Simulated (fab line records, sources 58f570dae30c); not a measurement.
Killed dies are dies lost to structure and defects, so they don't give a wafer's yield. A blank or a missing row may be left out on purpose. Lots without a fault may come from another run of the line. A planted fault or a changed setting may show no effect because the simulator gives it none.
Which tool did it? | flow berkeley_cmos170 | 7 lots, 21 wafers sampled, at 2 steps of a route of 331

WHAT THE GAUGES READ, wafer by wafer
UCB170_SDANNEAL_RS_MEAS_05: measures by four-point-probe.
lot  | measured     | on            | NLDD_RS (ohm/sq)
L529 | day 8 12:09  | film_metro-04 | 616.9 616.5 615.9
L531 | day 9 03:08  | film_metro-01 | 616.5 616.5 615.6
L534 | day 9 04:44  | film_metro-01 | 615.3 617.7 616.9
L537 | day 9 19:49  | film_metro-01 | 617.1 616.0 617.6
L542 | day 10 05:18 | film_metro-04 | 616.7 616.7 618.5
L547 | day 11 12:16 | film_metro-01 | 615.6 615.9 614.9
L548 | day 12 04:44 | film_metro-04 | 618.3 616.9 615.9

WHICH TOOL RAN EACH LOT (tool, then ch and the chambers of the sampled wafers, then the start)
lot  | UCB170_NLDD_IMPLANT_08
L529 | implanter-02 ch 0, day 7 22:47
L531 | implanter-04 ch 0, day 8 15:08
L534 | implanter-04 ch 0, day 8 16:35
L537 | implanter-04 ch 0, day 9 03:54
L542 | implanter-04 ch 0, day 9 18:13
L547 | implanter-04 ch 0, day 11 01:27
L548 | implanter-02 ch 0, day 11 16:48
- UCB170_NLDD_IMPLANT_08

THE ANSWER, worked out from the rows above alone
Rule: what is usual is taken from the lots themselves. Put in order of their means at a reading, lots are off if they are a third of the lots or fewer, leave a main group of 4 or more, and stand apart from it by a gap of 3 or more times the standard deviation of the main group's means; of several such gaps the widest counts. A main group whose means are all the same, to the digits that the tables above print for the reading, isn't used. A lot without any number at a reading at which 4 lots or more have one is off too. The other lots that the step has rows for count as sound.
No lot is off at any reading shown: from this, nothing can be told.

WHAT THE SIMULATOR HAD PUT IN
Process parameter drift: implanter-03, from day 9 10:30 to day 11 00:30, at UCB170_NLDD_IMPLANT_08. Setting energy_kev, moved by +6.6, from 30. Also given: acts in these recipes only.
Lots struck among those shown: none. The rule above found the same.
